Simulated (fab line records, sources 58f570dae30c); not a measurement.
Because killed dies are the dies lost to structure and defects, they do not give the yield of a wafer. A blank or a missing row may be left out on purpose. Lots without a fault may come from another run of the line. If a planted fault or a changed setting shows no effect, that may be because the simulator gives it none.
Split-lot experiment ; flow berkeley cmos170 ; route with 331 steps; 5 lots, 23 wafers read

== THE SPLIT ==
At UCB170_PSD_PEB_04, the setting peb temp c was moved away from the recipe's 130 C on 6 of the 23 wafers read, by -1.8% to +2.4%. This setting was run at the recipe's value on the other wafers.

== BETWEEN THE SPLIT AND THE READING: the file shows 1 step in between ==
- UCB170_PSD_DEVELOP_05: develop time 45 s

== THE READING ==
At UCB170_PSD_CD_MEAS_06: cd nm in nanometres, against a target cd of 1200 nm. Typical for fault-free wafers on this fab line: 1199.5 nm, with standard deviation 1.1 nm.

wafer;tool, chamber at the split;peb temp c as run, C;against the recipe;cd nm, nm;against lot-mates on the recipe
L075.1;litho track-03, 0;130;recipe;1199.4;-
L075.3;litho track-03, 0;130;recipe;1199.7;-
L075.4;litho track-03, 0;127.7;-1.8%;1183.2;-16.4
L075.5;litho track-03, 0;127.7;-1.8%;1182.2;-17.4
L075.6;litho track-03, 0;127.7;-1.8%;1182.5;-17.1
L074.1;litho track-04, 0;130;recipe;1198.4;-
L074.3;litho track-04, 0;133.1;+2.4%;1217.5;+18.4
L074.4;litho track-04, 0;130;recipe;1199.7;-
L074.5;litho track-04, 0;133.1;+2.4%;1218.2;+19.1
L074.6;litho track-04, 0;133.1;+2.4%;1217.4;+18.3
L076.2;litho track-04, 0;130;recipe;1200.7;-
L076.5;litho track-04, 0;130;recipe;1201.4;-
L076.6;litho track-04, 0;130;recipe;1199.8;-
L079.1;litho track-04, 0;130;recipe;1199.1;-
L079.2;litho track-04, 0;130;recipe;1200.1;-
L079.3;litho track-04, 0;130;recipe;1199.1;-
L079.5;litho track-04, 0;130;recipe;1200.0;-
L079.6;litho track-04, 0;130;recipe;1199.4;-
L080.1;litho track-04, 0;130;recipe;1199.5;-
L080.2;litho track-04, 0;130;recipe;1199.1;-
L080.3;litho track-04, 0;130;recipe;1198.5;-
L080.5;litho track-04, 0;130;recipe;1197.8;-
L080.6;litho track-04, 0;130;recipe;1198.0;-

FIT RESULTS
A straight line over all 23 wafers: cd nm changes by +8.35 nm for each +1% of peb temp c; r = +0.99; the points scatter about the line by 1.2 nm.
The same after taking each lot's own level away (the mean of its wafers on the recipe; 23 wafers): +8.47 nm for each +1%; r = +0.99; scatter 0.97 nm.
The reading moves by 20 nm for the largest change in peb temp c, on that fit.
From 1198.58 to 1200.63 nm: that is the span of the lots' own levels, equal to 1.9 times the standard deviation above.
Consequently the slope shifts little with the lot-to-lot level, the two slopes agreeing.
Check: +20.2 nm against its lot-mates is what the line predicts for one of the wafers moved furthest among these (+2.4%) when that wafer is left out of the fit. Against them it came out at +18.4 nm.

== OTHER SPLITS APPLIED TO THESE WAFERS ==
These wafers also went through other splits before the reading. Each is held against what the fit with the lots' levels taken away leaves over:
other split on the same wafers;wafers away from the commonest value;r with cd nm (lot level and that fit taken away)
UCB170_GATE_CVD_04 time s;10;-0.53
UCB170_GATE_ETCH_15 time s;10;+0.17
UCB170_PLDD_IMPLANT_09 dose cm2;6;+0.09
UCB170_SPACER_CVD_00 time s;4;+0.07

== FILE'S OWN FIT ==
cd nm changes by +8.44 nm for each +1% of peb temp c, r = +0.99.
